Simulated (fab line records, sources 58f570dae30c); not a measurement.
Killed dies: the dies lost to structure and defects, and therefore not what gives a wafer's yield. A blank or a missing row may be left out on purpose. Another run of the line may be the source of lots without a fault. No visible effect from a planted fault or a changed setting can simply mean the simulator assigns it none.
2 desks, one fault ; flow berkeleyCmos170 ; each desk holds nothing but its own numbers, with what lay behind them at the end

## AT THE TOOL OWNER'S DESK: implanter-03
For each lot that ran on this tool, the mean over its sampled wafers that have a number, from the tool's own readings at UCB170_PFIELD_IMPLANT_07. Marked OUT: a lot whose mean sits more than 4 standard deviations from the usual mean, which makes it out of limits; the brackets give that distance.
Columns: A = doseIonsCm2 at UCB170_PFIELD_IMPLANT_07, usual 1.9998e+13; B = faradayCurrentUA at UCB170_PFIELD_IMPLANT_07, usual 63.4; C = tiltDeg at UCB170_PFIELD_IMPLANT_07, usual 7.002 degrees
lot;first seen here;A;B;C
L405;day 5 01:01;2.0006e+13;64.3;7.012
L408;day 5 14:13;1.9992e+13;64.7;6.982
L409;day 5 21:28;2.0008e+13;62.6;7.001
L411;day 6 07:04;2.0021e+13;63.6;6.989
L413;day 7 04:58;2.0027e+13;62.7;6.998
L416;day 8 04:55;1.9968e+13;63.5;7.010
L422;day 9 20:56;2.0008e+13;63.2;7.764 (+42) OUT
L424;day 10 10:29;1.9981e+13;64.4;7.767 (+42) OUT
This desk's finding: out of limits on L422, L424; first on L422, day 9 20:56 (tiltDeg at UCB170_PFIELD_IMPLANT_07). In limits: L405, L408, L409, L411, L413, L416.

## AT THE METROLOGY DESK
What the gauges read, lot by lot, whatever tool the lot ran on: means of the sampled wafers that have a number. Marked OUT: a lot whose mean sits more than 4 standard deviations from the usual mean, which makes it out of limits; the brackets give that distance.
Columns: A = cdNm at UCB170_PSD_CD_MEAS_06, usual 1200.0 nm
lot;first seen here;A
L404;day 8 04:36;1202.0
L405;day 8 18:35;1198.6
L408;day 9 12:52;1200.0
L409;day 9 13:19;1200.0
L407;day 9 13:26;1199.0
L411;day 10 05:55;1201.5
L410;day 10 06:12;1200.9
L414;day 11 03:16;1198.3
L413;day 11 03:31;1200.1
L412;day 11 03:38;1200.7
L417;day 12 01:17;1199.9
L416;day 12 02:07;1200.5
L422;day 13 09:58;1200.0
L424;day 13 23:09;1200.5
This desk's verdict: no lot among the 14 shows anything out of limits.

## BROUGHT TOGETHER
At day 9 20:56, on L422, L424, the tool owner's desk was in a position to raise an alarm.
From the metrology desk's view, nothing was out of limits.
The metrology desk has L422, L424 on record, within its limits.
The lots listed all ran UCB170_PFIELD_IMPLANT_07 on implanter-03.

## WHAT THE SIMULATOR HAD PUT IN
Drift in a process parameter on implanter-03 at UCB170_PFIELD_IMPLANT_07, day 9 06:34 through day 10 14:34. Setting tiltDeg shifted by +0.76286 from 7. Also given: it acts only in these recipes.
Shown lots that were struck: L422, L424.
Each desk's first reading out of limits, in hours after the fault started: the tool owner's desk, 14.
